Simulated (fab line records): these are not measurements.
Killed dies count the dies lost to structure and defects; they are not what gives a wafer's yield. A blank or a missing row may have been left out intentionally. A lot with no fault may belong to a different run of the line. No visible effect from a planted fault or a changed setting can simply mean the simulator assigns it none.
Problem report in the 8D (eight disciplines) form, filled by code || flow berkeleyCmos170 || the parts of the form that need people (team, actions taken, sign-off) are left out

== 1. WHAT IS WRONG ==
At UCB170_ZERO_HMDS_00, primeTempC averages 93.94 C over 6 wafers from 2 lots, while fault-free wafers read 100.04 C, standard deviation 0.15. That is -41 standard deviations from the usual mean.
The step: prime time 60 s.
Seen first at day 4 14:40 on lithoTrack-02, wafer L723.1. The record holds 42 wafers of 14 lots with a number at this step. Rule for "out" (also "out of limits"): further than 4 standard deviations from the usual mean. Any other wafer with a number is counted as sound.

== 2. WHAT IT IS AND WHAT IT IS NOT ==
{"question": "which readings at this step", "is": "primeTempC", "is not": "-"}
{"question": "which lots", "is": "L723, L725", "is not": "L710, L711, L712, L714, L715, L716, L717, L718, L719, L728, L731, L733"}
{"question": "which wafers of those lots", "is": "all that have a number", "is not": "-"}
{"question": "read on which tools", "is": "lithoTrack-02", "is not": "lithoTrack-01, lithoTrack-04"}
{"question": "when", "is": "from day 4 14:40", "is not": "up to then (27 sound wafers); but 9 sound wafers of L728, L731, L733 came after"}

== 3. WHAT RULES OUT EACH SUSPECT ==
Counting: a tool at any process step up to the reading remains a suspect when it ran all the lots that are out and ran no sound lot after the first of those.
- lithoTrack-02 at UCB170_ZERO_HMDS_00 (prime time 60 s): kept. It processed each lot that is out, first L723 at day 4 14:40, and no sound lot thereafter; up to then, the last sound lot it processed was L719 at day 3 19:09. On those wafers its own readings are out: primeTempC.
Left after counting: lithoTrack-02 at UCB170_ZERO_HMDS_00.

== 4. THE CAUSE (what the simulator had put in) ==
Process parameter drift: lithoTrack-02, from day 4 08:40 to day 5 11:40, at UCB170_ZERO_HMDS_00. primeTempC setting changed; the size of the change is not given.
Counting left only this tool.

== 5. SEQUENCE OF EFFECTS, ordered by route ==
Each row: a reading whose mean over the struck wafers that have a number lies more than 3 standard deviations from the usual. Readings are gone through only where the record gives a usual standard deviation; hours: the median, over the lots, of the time from a lot's start at the first step in this table giving one to that lot's start at this step; sigmas: the change measured in usual standard deviations.
{"hours": 0, "step": "UCB170_ZERO_HMDS_00", "reading": "primeTempC", "usual": "100.04 C", "on struck wafers": 93.94, "change": -6.10, "sigmas": -41}
Process steps it contains:
- UCB170_ZERO_HMDS_00: prime time 60 s.
Later steps that measure or inspect, where all struck wafers having a row at the step show a number for every such reading and not one has moved that far: UCB170_NWELL_THK_MEAS_05.

== 6. WHAT WOULD HAVE CAUGHT IT SOONER ==
In this record no reading fell out of limits until day 4 14:40, 6 hours after the fault had begun at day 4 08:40.
